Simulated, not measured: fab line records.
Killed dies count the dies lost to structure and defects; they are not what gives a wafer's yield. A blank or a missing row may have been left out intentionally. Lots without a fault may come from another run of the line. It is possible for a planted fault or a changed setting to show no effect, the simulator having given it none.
fab line records || flow rit-cmos || part 2 of 2: steps 29 to 39 of 39
record: {"lots": 5, "wafers": 15, "last-day": 6}
route steps=202 shown NLDD@109 PLDD@114 SPACER@125 NSD@131 PSD@142
lots with no fault: from the same line, run without faults
start-h: the number of hours between the record's first day and the start of the first shown wafer of the lot || wait-h: hours since the lot's step before || " as in the row above || L1.1+2: one row covering several wafers at once || - either no value or no given start || * or withheld: withheld || < > ~ a bound
route shown NAME@n: NAME is a module with steps in the file, n the number in the route of the first one || usual: mean/standard deviation of fault-free wafers || same: alike in all rows || chamber/n: place in a boat || sites: each site's reading || _std_site: the values' standard deviation || _edge_site: outer sites' mean less inner sites' || radius-mm: how far each site lies from the wafer's centre || mask NAME#n: copy n || behind: tool/chamber where the wafer was last shaped || hold: cause of the lot's hold/its duration in hours/its outcome || device: the transistor (n, p or np) that didn't switch || end of line: tests of these same wafers at the route's end || a step given without rows: its recipe and nothing more || killed: not the wafer's yield, but the dies lost to structure and defects at the first sort || map: shows each die of a wafer: x if killed, . if not, _ if none is there
set.NAME: the setting the step ran with; set.NAME@STEP: the setting that earlier step ran with || model.NAME: the simulator's own value behind a step, which no gauge read
certain route steps with their lots: each step a table, each wafer a row
services: from which hour (start-h, from the record's first day; less than 0 if before it) a tool's chamber was out of use, for how many hours, and why
== steps ==
step: RIT_NSD_OVL_MEAS_06
usual: {"NSD_OVL": "0.6/1.2"}
{"lot.wafer": "L077.2", "tool": "overlay-01", "chamber": "-", "start-h": 62.19, "wait-h": "-", "NSD_OVL[nm]": 0.3}
{"lot.wafer": "L077.4", "tool": "overlay-01", "chamber": "-", "start-h": 62.19, "wait-h": "-", "NSD_OVL[nm]": 0.9}
{"lot.wafer": "L077.6", "tool": "overlay-01", "chamber": "-", "start-h": 62.19, "wait-h": "-", "NSD_OVL[nm]": 2.3}
{"lot.wafer": "L078.1", "tool": "overlay-02", "chamber": "-", "start-h": 68.28, "wait-h": "-", "NSD_OVL[nm]": 0.3}
{"lot.wafer": "L078.3", "tool": "overlay-02", "chamber": "-", "start-h": 68.28, "wait-h": "-", "NSD_OVL[nm]": 1.4}
{"lot.wafer": "L078.6", "tool": "overlay-02", "chamber": "-", "start-h": 68.28, "wait-h": "-", "NSD_OVL[nm]": 0.2}
{"lot.wafer": "L082.1", "tool": "overlay-01", "chamber": "-", "start-h": 86.44, "wait-h": "-", "NSD_OVL[nm]": -0.8}
{"lot.wafer": "L082.4", "tool": "overlay-01", "chamber": "-", "start-h": 86.44, "wait-h": "-", "NSD_OVL[nm]": 0.5}
{"lot.wafer": "L082.6", "tool": "overlay-01", "chamber": "-", "start-h": 86.44, "wait-h": "-", "NSD_OVL[nm]": 0.6}
{"lot.wafer": "L087.1", "tool": "overlay-02", "chamber": "-", "start-h": 112.45, "wait-h": "-", "NSD_OVL[nm]": -1.5}
{"lot.wafer": "L087.2", "tool": "overlay-02", "chamber": "-", "start-h": 112.45, "wait-h": "-", "NSD_OVL[nm]": 2.6}
{"lot.wafer": "L087.5", "tool": "overlay-02", "chamber": "-", "start-h": 112.45, "wait-h": "-", "NSD_OVL[nm]": 1.3}
{"lot.wafer": "L089.3", "tool": "overlay-01", "chamber": "-", "start-h": 124.79, "wait-h": "-", "NSD_OVL[nm]": 1.4}
{"lot.wafer": "L089.4", "tool": "overlay-01", "chamber": "-", "start-h": 124.79, "wait-h": "-", "NSD_OVL[nm]": -0.9}
{"lot.wafer": "L089.6", "tool": "overlay-01", "chamber": "-", "start-h": 124.79, "wait-h": "-", "NSD_OVL[nm]": -1.0}
step: RIT_NSD_HARDBAKE_07
recipe: {"resist": "NOVOLAK", "temp-c": 140, "time-s": 60}
usual: {"chill-plate-temp-C": "23.00/0.093", "plate-temp-C": "140.00/0.15"}
{"lot.wafer": "L077.2", "tool": "litho-track-03", "chamber": 0, "start-h": 62.25, "wait-h": 0.0, "chill-plate-temp-C": 23.08, "plate-temp-C": 140.32}
{"lot.wafer": "L077.4", "tool": "litho-track-03", "chamber": 0, "start-h": 62.25, "wait-h": 0.0, "chill-plate-temp-C": 22.99, "plate-temp-C": 140.09}
{"lot.wafer": "L077.6", "tool": "litho-track-03", "chamber": 0, "start-h": 62.25, "wait-h": 0.0, "chill-plate-temp-C": 22.86, "plate-temp-C": 140.00}
{"lot.wafer": "L078.1", "tool": "litho-track-01", "chamber": 0, "start-h": 68.32, "wait-h": 0.0, "chill-plate-temp-C": 23.10, "plate-temp-C": 139.95}
{"lot.wafer": "L078.3", "tool": "litho-track-01", "chamber": 0, "start-h": 68.32, "wait-h": 0.0, "chill-plate-temp-C": 23.03, "plate-temp-C": 140.09}
{"lot.wafer": "L078.6", "tool": "litho-track-01", "chamber": 0, "start-h": 68.32, "wait-h": 0.0, "chill-plate-temp-C": 23.03, "plate-temp-C": 140.23}
{"lot.wafer": "L082.1", "tool": "litho-track-03", "chamber": 0, "start-h": 86.48, "wait-h": 0.0, "chill-plate-temp-C": 23.07, "plate-temp-C": 139.97}
{"lot.wafer": "L082.4", "tool": "litho-track-03", "chamber": 0, "start-h": 86.48, "wait-h": 0.0, "chill-plate-temp-C": 23.27, "plate-temp-C": 139.95}
{"lot.wafer": "L082.6", "tool": "litho-track-03", "chamber": 0, "start-h": 86.48, "wait-h": 0.0, "chill-plate-temp-C": 23.05, "plate-temp-C": 140.08}
{"lot.wafer": "L087.1", "tool": "litho-track-04", "chamber": 0, "start-h": 112.48, "wait-h": 0.0, "chill-plate-temp-C": 22.93, "plate-temp-C": 140.23}
{"lot.wafer": "L087.2", "tool": "litho-track-04", "chamber": 0, "start-h": 112.48, "wait-h": 0.0, "chill-plate-temp-C": 22.86, "plate-temp-C": 140.02}
{"lot.wafer": "L087.5", "tool": "litho-track-04", "chamber": 0, "start-h": 112.48, "wait-h": 0.0, "chill-plate-temp-C": 22.86, "plate-temp-C": 140.03}
{"lot.wafer": "L089.3", "tool": "litho-track-03", "chamber": 0, "start-h": 124.86, "wait-h": 0.1, "chill-plate-temp-C": 23.03, "plate-temp-C": 139.98}
{"lot.wafer": "L089.4", "tool": "litho-track-03", "chamber": 0, "start-h": 124.86, "wait-h": 0.1, "chill-plate-temp-C": 23.04, "plate-temp-C": 140.09}
{"lot.wafer": "L089.6", "tool": "litho-track-03", "chamber": 0, "start-h": 124.86, "wait-h": 0.1, "chill-plate-temp-C": 23.12, "plate-temp-C": 139.95}
step: RIT_NSD_IMPLANT_08
recipe: {"species": "P", "energy-kev": 25, "dose-cm2": 1e+15, "tilt-deg": 7}
{"lot.wafer": "L077.2+4+6", "tool": "implanter-02", "chamber": 0, "start-h": 62.40, "wait-h": 0.1}
{"lot.wafer": "L078.1+3+6", "tool": "implanter-02", "chamber": 0, "start-h": 68.47, "wait-h": 0.1}
{"lot.wafer": "L082.1+4+6", "tool": "implanter-04", "chamber": 0, "start-h": 86.63, "wait-h": 0.1}
{"lot.wafer": "L087.1+2+5", "tool": "implanter-04", "chamber": 0, "start-h": 112.63, "wait-h": 0.1}
{"lot.wafer": "L089.3+4+6", "tool": "implanter-02", "chamber": 0, "start-h": 125.01, "wait-h": 0.1}
step: RIT_NSD_STRIP_09
recipe: {"chemistry": "O2", "time-s": 180, "resist": "NOVOLAK", "platen-temp-c": "withheld", "power-w": 500, "pressure-mtorr": 4000, "o2-flow-sccm": 4000}
usual: {"drypump-motor-current-A": "5.6/0.39"}
{"lot.wafer": "L077.2", "tool": "plasma-asher-04", "chamber": 1, "start-h": 62.52, "wait-h": 0.1, "drypump-motor-current-A": 5.0, "rf-hours-counter-h": 42}
{"lot.wafer": "L077.4", "tool": "plasma-asher-04", "chamber": 0, "start-h": 62.52, "wait-h": 0.1, "drypump-motor-current-A": 5.7, "rf-hours-counter-h": "-"}
{"lot.wafer": "L077.6", "tool": "plasma-asher-04", "chamber": 0, "start-h": 62.52, "wait-h": 0.1, "drypump-motor-current-A": 5.7, "rf-hours-counter-h": "-"}
{"lot.wafer": "L078.1", "tool": "plasma-asher-03", "chamber": 1, "start-h": 68.62, "wait-h": 0.1, "drypump-motor-current-A": 5.5, "rf-hours-counter-h": 42}
{"lot.wafer": "L078.3", "tool": "plasma-asher-03", "chamber": 1, "start-h": 68.62, "wait-h": 0.1, "drypump-motor-current-A": 5.5, "rf-hours-counter-h": "-"}
{"lot.wafer": "L078.6", "tool": "plasma-asher-03", "chamber": 0, "start-h": 68.62, "wait-h": 0.1, "drypump-motor-current-A": 6.1, "rf-hours-counter-h": "-"}
{"lot.wafer": "L082.1", "tool": "plasma-asher-03", "chamber": 1, "start-h": 86.78, "wait-h": 0.1, "drypump-motor-current-A": 5.5, "rf-hours-counter-h": 43}
{"lot.wafer": "L082.4", "tool": "plasma-asher-03", "chamber": 0, "start-h": 86.78, "wait-h": 0.1, "drypump-motor-current-A": 6.0, "rf-hours-counter-h": "-"}
{"lot.wafer": "L082.6", "tool": "plasma-asher-03", "chamber": 0, "start-h": 86.78, "wait-h": 0.1, "drypump-motor-current-A": 6.1, "rf-hours-counter-h": "-"}
{"lot.wafer": "L087.1", "tool": "plasma-asher-04", "chamber": 0, "start-h": 112.78, "wait-h": 0.1, "drypump-motor-current-A": 5.7, "rf-hours-counter-h": 47}
{"lot.wafer": "L087.2", "tool": "plasma-asher-04", "chamber": 1, "start-h": 112.78, "wait-h": 0.1, "drypump-motor-current-A": 5.0, "rf-hours-counter-h": 47}
{"lot.wafer": "L087.5", "tool": "plasma-asher-04", "chamber": 1, "start-h": 112.78, "wait-h": 0.1, "drypump-motor-current-A": 5.0, "rf-hours-counter-h": "-"}
{"lot.wafer": "L089.3", "tool": "plasma-asher-04", "chamber": 1, "start-h": 125.17, "wait-h": 0.1, "drypump-motor-current-A": 4.9, "rf-hours-counter-h": "-"}
{"lot.wafer": "L089.4", "tool": "plasma-asher-04", "chamber": 0, "start-h": 125.17, "wait-h": 0.1, "drypump-motor-current-A": 5.7, "rf-hours-counter-h": "-"}
{"lot.wafer": "L089.6", "tool": "plasma-asher-04", "chamber": 1, "start-h": 125.17, "wait-h": 0.1, "drypump-motor-current-A": 5.0, "rf-hours-counter-h": "-"}
step: RIT_NSD_TW_MEAS_10
usual: {"NSD_TW": "3101/27"}
{"lot.wafer": "L077.2", "tool": "film-metro-04", "chamber": "-", "start-h": 62.71, "wait-h": 0.1, "NSD_TW": 3109}
{"lot.wafer": "L077.4", "tool": "film-metro-04", "chamber": "-", "start-h": 62.71, "wait-h": 0.1, "NSD_TW": 3096}
{"lot.wafer": "L077.6", "tool": "film-metro-04", "chamber": "-", "start-h": 62.71, "wait-h": 0.1, "NSD_TW": 3116}
{"lot.wafer": "L078.1", "tool": "film-metro-03", "chamber": "-", "start-h": 68.79, "wait-h": 0.1, "NSD_TW": 3138}
{"lot.wafer": "L078.3", "tool": "film-metro-03", "chamber": "-", "start-h": 68.79, "wait-h": 0.1, "NSD_TW": 3147}
{"lot.wafer": "L078.6", "tool": "film-metro-03", "chamber": "-", "start-h": 68.79, "wait-h": 0.1, "NSD_TW": 3161}
{"lot.wafer": "L082.1", "tool": "film-metro-03", "chamber": "-", "start-h": 86.95, "wait-h": 0.1, "NSD_TW": 3118}
{"lot.wafer": "L082.4", "tool": "film-metro-03", "chamber": "-", "start-h": 86.95, "wait-h": 0.1, "NSD_TW": 3138}
{"lot.wafer": "L082.6", "tool": "film-metro-03", "chamber": "-", "start-h": 86.95, "wait-h": 0.1, "NSD_TW": 3121}
{"lot.wafer": "L087.1", "tool": "film-metro-04", "chamber": "-", "start-h": 112.96, "wait-h": 0.1, "NSD_TW": 3127}
{"lot.wafer": "L087.2", "tool": "film-metro-04", "chamber": "-", "start-h": 112.96, "wait-h": 0.1, "NSD_TW": 3113}
{"lot.wafer": "L087.5", "tool": "film-metro-04", "chamber": "-", "start-h": 112.96, "wait-h": 0.1, "NSD_TW": 3103}
{"lot.wafer": "L089.3", "tool": "film-metro-02", "chamber": "-", "start-h": 125.31, "wait-h": 0.1, "NSD_TW": 3076}
{"lot.wafer": "L089.4", "tool": "film-metro-02", "chamber": "-", "start-h": 125.31, "wait-h": 0.1, "NSD_TW": 3063}
{"lot.wafer": "L089.6", "tool": "film-metro-02", "chamber": "-", "start-h": 125.31, "wait-h": 0.1, "NSD_TW": 3074}
step: RIT_PSD_HMDS_00
recipe: {"prime-time-s": 60, "prime-temp-c": 140}
usual: {"chill-plate-temp-C": "23.00/0.11"}
{"lot.wafer": "L077.2", "tool": "litho-track-01", "chamber": 0, "start-h": 62.78, "wait-h": 0.1, "chill-plate-temp-C": 23.00}
{"lot.wafer": "L077.4", "tool": "litho-track-01", "chamber": 0, "start-h": 62.78, "wait-h": 0.1, "chill-plate-temp-C": 23.14}
{"lot.wafer": "L077.6", "tool": "litho-track-01", "chamber": 0, "start-h": 62.78, "wait-h": 0.1, "chill-plate-temp-C": 23.20}
{"lot.wafer": "L078.1", "tool": "litho-track-04", "chamber": 0, "start-h": 68.85, "wait-h": 0.1, "chill-plate-temp-C": 23.02}
{"lot.wafer": "L078.3", "tool": "litho-track-04", "chamber": 0, "start-h": 68.85, "wait-h": 0.1, "chill-plate-temp-C": 22.88}
{"lot.wafer": "L078.6", "tool": "litho-track-04", "chamber": 0, "start-h": 68.85, "wait-h": 0.1, "chill-plate-temp-C": 22.96}
{"lot.wafer": "L082.1", "tool": "litho-track-01", "chamber": 0, "start-h": 87.01, "wait-h": 0.1, "chill-plate-temp-C": 23.06}
{"lot.wafer": "L082.4", "tool": "litho-track-01", "chamber": 0, "start-h": 87.01, "wait-h": 0.1, "chill-plate-temp-C": 22.93}
{"lot.wafer": "L082.6", "tool": "litho-track-01", "chamber": 0, "start-h": 87.01, "wait-h": 0.1, "chill-plate-temp-C": 22.85}
{"lot.wafer": "L087.1", "tool": "litho-track-01", "chamber": 0, "start-h": 113.07, "wait-h": 0.1, "chill-plate-temp-C": 22.91}
{"lot.wafer": "L087.2", "tool": "litho-track-01", "chamber": 0, "start-h": 113.07, "wait-h": 0.1, "chill-plate-temp-C": 22.83}
{"lot.wafer": "L087.5", "tool": "litho-track-01", "chamber": 0, "start-h": 113.07, "wait-h": 0.1, "chill-plate-temp-C": 22.90}
{"lot.wafer": "L089.3", "tool": "litho-track-04", "chamber": 0, "start-h": 125.40, "wait-h": 0.1, "chill-plate-temp-C": 22.99}
{"lot.wafer": "L089.4", "tool": "litho-track-04", "chamber": 0, "start-h": 125.40, "wait-h": 0.1, "chill-plate-temp-C": 23.01}
{"lot.wafer": "L089.6", "tool": "litho-track-04", "chamber": 0, "start-h": 125.40, "wait-h": 0.1, "chill-plate-temp-C": 23.10}
step: RIT_PSD_COAT_01
recipe: {"resist": "NOVOLAK", "spin-rpm": 3250, "resist-thk-nm": 1000}
usual: {"chill-plate-temp-C": "22.97/0.11"}
{"lot.wafer": "L077.2", "tool": "litho-track-01", "chamber": 0, "start-h": 62.93, "wait-h": 0.1, "chill-plate-temp-C": 22.87}
{"lot.wafer": "L077.4", "tool": "litho-track-01", "chamber": 0, "start-h": 62.93, "wait-h": 0.1, "chill-plate-temp-C": 23.06}
{"lot.wafer": "L077.6", "tool": "litho-track-01", "chamber": 0, "start-h": 62.93, "wait-h": 0.1, "chill-plate-temp-C": 22.77}
{"lot.wafer": "L078.1", "tool": "litho-track-04", "chamber": 0, "start-h": 69.00, "wait-h": 0.1, "chill-plate-temp-C": 23.13}
{"lot.wafer": "L078.3", "tool": "litho-track-04", "chamber": 0, "start-h": 69.00, "wait-h": 0.1, "chill-plate-temp-C": 23.11}
{"lot.wafer": "L078.6", "tool": "litho-track-04", "chamber": 0, "start-h": 69.00, "wait-h": 0.1, "chill-plate-temp-C": 23.23}
{"lot.wafer": "L082.1", "tool": "litho-track-01", "chamber": 0, "start-h": 87.16, "wait-h": 0.1, "chill-plate-temp-C": 23.06}
{"lot.wafer": "L082.4", "tool": "litho-track-01", "chamber": 0, "start-h": 87.16, "wait-h": 0.1, "chill-plate-temp-C": 23.15}
{"lot.wafer": "L082.6", "tool": "litho-track-01", "chamber": 0, "start-h": 87.16, "wait-h": 0.1, "chill-plate-temp-C": 22.81}
{"lot.wafer": "L087.1", "tool": "litho-track-01", "chamber": 0, "start-h": 113.22, "wait-h": 0.1, "chill-plate-temp-C": 23.05}
{"lot.wafer": "L087.2", "tool": "litho-track-01", "chamber": 0, "start-h": 113.22, "wait-h": 0.1, "chill-plate-temp-C": 23.00}
{"lot.wafer": "L087.5", "tool": "litho-track-01", "chamber": 0, "start-h": 113.22, "wait-h": 0.1, "chill-plate-temp-C": 23.04}
{"lot.wafer": "L089.3", "tool": "litho-track-04", "chamber": 0, "start-h": 125.55, "wait-h": 0.1, "chill-plate-temp-C": 22.89}
{"lot.wafer": "L089.4", "tool": "litho-track-04", "chamber": 0, "start-h": 125.55, "wait-h": 0.1, "chill-plate-temp-C": 22.93}
{"lot.wafer": "L089.6", "tool": "litho-track-04", "chamber": 0, "start-h": 125.55, "wait-h": 0.1, "chill-plate-temp-C": 22.94}
step: RIT_PSD_SOFTBAKE_02
recipe: {"resist": "NOVOLAK", "temp-c": 90, "time-s": 58.18}
usual: {"chill-plate-temp-C": "23.00/0.11", "plate-temp-C": "90.03/0.13"}
{"lot.wafer": "L077.2", "tool": "litho-track-01", "chamber": 0, "start-h": 63.08, "wait-h": 0.1, "chill-plate-temp-C": 22.96, "plate-temp-C": 89.97}
{"lot.wafer": "L077.4", "tool": "litho-track-01", "chamber": 0, "start-h": 63.08, "wait-h": 0.1, "chill-plate-temp-C": 23.09, "plate-temp-C": 90.12}
{"lot.wafer": "L077.6", "tool": "litho-track-01", "chamber": 0, "start-h": 63.08, "wait-h": 0.1, "chill-plate-temp-C": 23.00, "plate-temp-C": 90.03}
{"lot.wafer": "L078.1", "tool": "litho-track-04", "chamber": 0, "start-h": 69.15, "wait-h": 0.1, "chill-plate-temp-C": 22.98, "plate-temp-C": 90.04}
{"lot.wafer": "L078.3", "tool": "litho-track-04", "chamber": 0, "start-h": 69.15, "wait-h": 0.1, "chill-plate-temp-C": 22.93, "plate-temp-C": 89.95}
{"lot.wafer": "L078.6", "tool": "litho-track-04", "chamber": 0, "start-h": 69.15, "wait-h": 0.1, "chill-plate-temp-C": 23.01, "plate-temp-C": 90.10}
{"lot.wafer": "L082.1", "tool": "litho-track-01", "chamber": 0, "start-h": 87.31, "wait-h": 0.1, "chill-plate-temp-C": 22.86, "plate-temp-C": 90.06}
{"lot.wafer": "L082.4", "tool": "litho-track-01", "chamber": 0, "start-h": 87.31, "wait-h": 0.1, "chill-plate-temp-C": 22.85, "plate-temp-C": 89.89}
{"lot.wafer": "L082.6", "tool": "litho-track-01", "chamber": 0, "start-h": 87.31, "wait-h": 0.1, "chill-plate-temp-C": 22.99, "plate-temp-C": 90.07}
{"lot.wafer": "L087.1", "tool": "litho-track-01", "chamber": 0, "start-h": 113.37, "wait-h": 0.1, "chill-plate-temp-C": 22.93, "plate-temp-C": 89.86}
{"lot.wafer": "L087.2", "tool": "litho-track-01", "chamber": 0, "start-h": 113.37, "wait-h": 0.1, "chill-plate-temp-C": 22.96, "plate-temp-C": 89.73}
{"lot.wafer": "L087.5", "tool": "litho-track-01", "chamber": 0, "start-h": 113.37, "wait-h": 0.1, "chill-plate-temp-C": 22.88, "plate-temp-C": 89.89}
{"lot.wafer": "L089.3", "tool": "litho-track-04", "chamber": 0, "start-h": 125.70, "wait-h": 0.1, "chill-plate-temp-C": 22.99, "plate-temp-C": 89.92}
{"lot.wafer": "L089.4", "tool": "litho-track-04", "chamber": 0, "start-h": 125.70, "wait-h": 0.1, "chill-plate-temp-C": 22.99, "plate-temp-C": 90.32}
{"lot.wafer": "L089.6", "tool": "litho-track-04", "chamber": 0, "start-h": 125.70, "wait-h": 0.1, "chill-plate-temp-C": 23.14, "plate-temp-C": 90.08}
step: RIT_PSD_EXPOSE_03
recipe: {"mask-id": "M10", "na": 0.57, "target-cd-nm": 40900, "dose-mj": 250}
{"lot.wafer": "L077.2+4+6", "tool": "iline-stepper-01", "chamber": 0, "start-h": 63.22, "wait-h": 0.1, "mask": "M10#0"}
{"lot.wafer": "L078.1+3+6", "tool": "iline-stepper-02", "chamber": 0, "start-h": 69.43, "wait-h": 0.3, "mask": "M10#0"}
{"lot.wafer": "L082.1+4+6", "tool": "iline-stepper-01", "chamber": 0, "start-h": 87.68, "wait-h": 0.3, "mask": "M10#0"}
{"lot.wafer": "L087.1+2+5", "tool": "iline-stepper-01", "chamber": 0, "start-h": 113.52, "wait-h": 0.1, "mask": "M10#0"}
{"lot.wafer": "L089.3+4+6", "tool": "iline-stepper-01", "chamber": 0, "start-h": 125.96, "wait-h": 0.2, "mask": "M10#0"}
step: RIT_PSD_PEB_04
recipe: {"resist": "NOVOLAK", "temp-c": "withheld", "time-s": "withheld"}
usual: {"chill-plate-temp-C": "*"}
{"lot.wafer": "L077.2", "tool": "litho-track-01", "chamber": 0, "start-h": 63.35, "wait-h": 0.1, "chill-plate-temp-C": "*"}
{"lot.wafer": "L077.4", "tool": "litho-track-01", "chamber": 0, "start-h": 63.35, "wait-h": 0.1, "chill-plate-temp-C": "*"}
{"lot.wafer": "L077.6", "tool": "litho-track-01", "chamber": 0, "start-h": 63.35, "wait-h": 0.1, "chill-plate-temp-C": "*"}
{"lot.wafer": "L078.1", "tool": "litho-track-02", "chamber": 0, "start-h": 69.54, "wait-h": 0.1, "chill-plate-temp-C": "*"}
{"lot.wafer": "L078.3", "tool": "litho-track-02", "chamber": 0, "start-h": 69.54, "wait-h": 0.1, "chill-plate-temp-C": "*"}
{"lot.wafer": "L078.6", "tool": "litho-track-02", "chamber": 0, "start-h": 69.54, "wait-h": 0.1, "chill-plate-temp-C": "*"}
{"lot.wafer": "L082.1", "tool": "litho-track-01", "chamber": 0, "start-h": 87.80, "wait-h": 0.1, "chill-plate-temp-C": "*"}
{"lot.wafer": "L082.4", "tool": "litho-track-01", "chamber": 0, "start-h": 87.80, "wait-h": 0.1, "chill-plate-temp-C": "*"}
{"lot.wafer": "L082.6", "tool": "litho-track-01", "chamber": 0, "start-h": 87.80, "wait-h": 0.1, "chill-plate-temp-C": "*"}
{"lot.wafer": "L087.1", "tool": "litho-track-02", "chamber": 0, "start-h": 113.63, "wait-h": 0.1, "chill-plate-temp-C": "*"}
{"lot.wafer": "L087.2", "tool": "litho-track-02", "chamber": 0, "start-h": 113.63, "wait-h": 0.1, "chill-plate-temp-C": "*"}
{"lot.wafer": "L087.5", "tool": "litho-track-02", "chamber": 0, "start-h": 113.63, "wait-h": 0.1, "chill-plate-temp-C": "*"}
{"lot.wafer": "L089.3", "tool": "litho-track-02", "chamber": 0, "start-h": 126.09, "wait-h": 0.1, "chill-plate-temp-C": "*"}
{"lot.wafer": "L089.4", "tool": "litho-track-02", "chamber": 0, "start-h": 126.09, "wait-h": 0.1, "chill-plate-temp-C": "*"}
{"lot.wafer": "L089.6", "tool": "litho-track-02", "chamber": 0, "start-h": 126.09, "wait-h": 0.1, "chill-plate-temp-C": "*"}
step: RIT_PSD_DEVELOP_05
recipe: {"resist": "NOVOLAK", "develop-time-s": 50, "dev-temp-c": 23}
usual: {"chill-plate-temp-C": "23.00/0.098"}
{"lot.wafer": "L077.2", "tool": "litho-track-01", "chamber": 0, "start-h": "-", "wait-h": "-", "chill-plate-temp-C": 23.15}
{"lot.wafer": "L077.4", "tool": "litho-track-01", "chamber": 0, "start-h": "-", "wait-h": "-", "chill-plate-temp-C": 23.06}
{"lot.wafer": "L077.6", "tool": "litho-track-01", "chamber": 0, "start-h": "-", "wait-h": "-", "chill-plate-temp-C": 23.05}
{"lot.wafer": "L078.1", "tool": "litho-track-02", "chamber": 0, "start-h": "-", "wait-h": "-", "chill-plate-temp-C": 22.81}
{"lot.wafer": "L078.3", "tool": "litho-track-02", "chamber": 0, "start-h": "-", "wait-h": "-", "chill-plate-temp-C": 22.74}
{"lot.wafer": "L078.6", "tool": "litho-track-02", "chamber": 0, "start-h": "-", "wait-h": "-", "chill-plate-temp-C": 22.71}
{"lot.wafer": "L082.1", "tool": "litho-track-01", "chamber": 0, "start-h": "-", "wait-h": "-", "chill-plate-temp-C": 23.07}
{"lot.wafer": "L082.4", "tool": "litho-track-01", "chamber": 0, "start-h": "-", "wait-h": "-", "chill-plate-temp-C": 22.77}
{"lot.wafer": "L082.6", "tool": "litho-track-01", "chamber": 0, "start-h": "-", "wait-h": "-", "chill-plate-temp-C": 23.04}
{"lot.wafer": "L087.1", "tool": "litho-track-02", "chamber": 0, "start-h": "-", "wait-h": "-", "chill-plate-temp-C": 22.94}
{"lot.wafer": "L087.2", "tool": "litho-track-02", "chamber": 0, "start-h": "-", "wait-h": "-", "chill-plate-temp-C": 22.95}
{"lot.wafer": "L087.5", "tool": "litho-track-02", "chamber": 0, "start-h": "-", "wait-h": "-", "chill-plate-temp-C": 22.96}
{"lot.wafer": "L089.3", "tool": "litho-track-02", "chamber": 0, "start-h": "-", "wait-h": "-", "chill-plate-temp-C": 22.96}
{"lot.wafer": "L089.4", "tool": "litho-track-02", "chamber": 0, "start-h": "-", "wait-h": "-", "chill-plate-temp-C": 22.93}
{"lot.wafer": "L089.6", "tool": "litho-track-02", "chamber": 0, "start-h": "-", "wait-h": "-", "chill-plate-temp-C": 22.92}
== services ==
{"tool": "rie-diel-02", "chamber": 1, "start-h": 43.09, "hours": 5.8, "kind": "repair"}
{"tool": "implanter-02", "chamber": "-", "start-h": 43.95, "hours": 1.9, "kind": "repair"}
{"tool": "iline-stepper-02", "chamber": 0, "start-h": 49.73, "hours": "-", "kind": "calibration"}
{"tool": "iline-stepper-01", "chamber": "-", "start-h": 80.77, "hours": 4.4, "kind": "pm"}
{"tool": "iline-stepper-02", "chamber": "-", "start-h": 83.29, "hours": 5.9, "kind": "repair"}
{"tool": "wet-bench-04", "chamber": "-", "start-h": 87.11, "hours": 3.1, "kind": "repair"}
{"tool": "rie-diel-01", "chamber": 3, "start-h": 99.00, "hours": 7.7, "kind": "repair"}
{"tool": "rie-diel-01", "chamber": 3, "start-h": 106.66, "hours": "-", "kind": "clean"}
{"tool": "rie-diel-01", "chamber": 3, "start-h": 106.66, "hours": 23.5, "kind": "scheduled-down"}
{"tool": "rie-diel-01", "chamber": 3, "start-h": 106.66, "hours": 23.5, "kind": "vent-cycle"}
{"tool": "rie-diel-04", "chamber": 0, "start-h": 106.71, "hours": 3.4, "kind": "repair"}
{"tool": "plasma-asher-03", "chamber": "-", "start-h": 108.75, "hours": 9.0, "kind": "pm"}
{"tool": "plasma-asher-03", "chamber": 0, "start-h": 108.75, "hours": 9.0, "kind": "vent-cycle"}
{"tool": "plasma-asher-03", "chamber": 1, "start-h": 108.75, "hours": 9.0, "kind": "vent-cycle"}
{"tool": "plasma-asher-03", "chamber": 0, "start-h": 117.75, "hours": "-", "kind": "clean"}
{"tool": "plasma-asher-03", "chamber": 1, "start-h": 117.75, "hours": "-", "kind": "clean"}
{"tool": "rie-diel-01", "chamber": 0, "start-h": 118.56, "hours": 13.5, "kind": "repair"}
{"tool": "implanter-04", "chamber": "-", "start-h": 124.61, "hours": 4.3, "kind": "pm"}
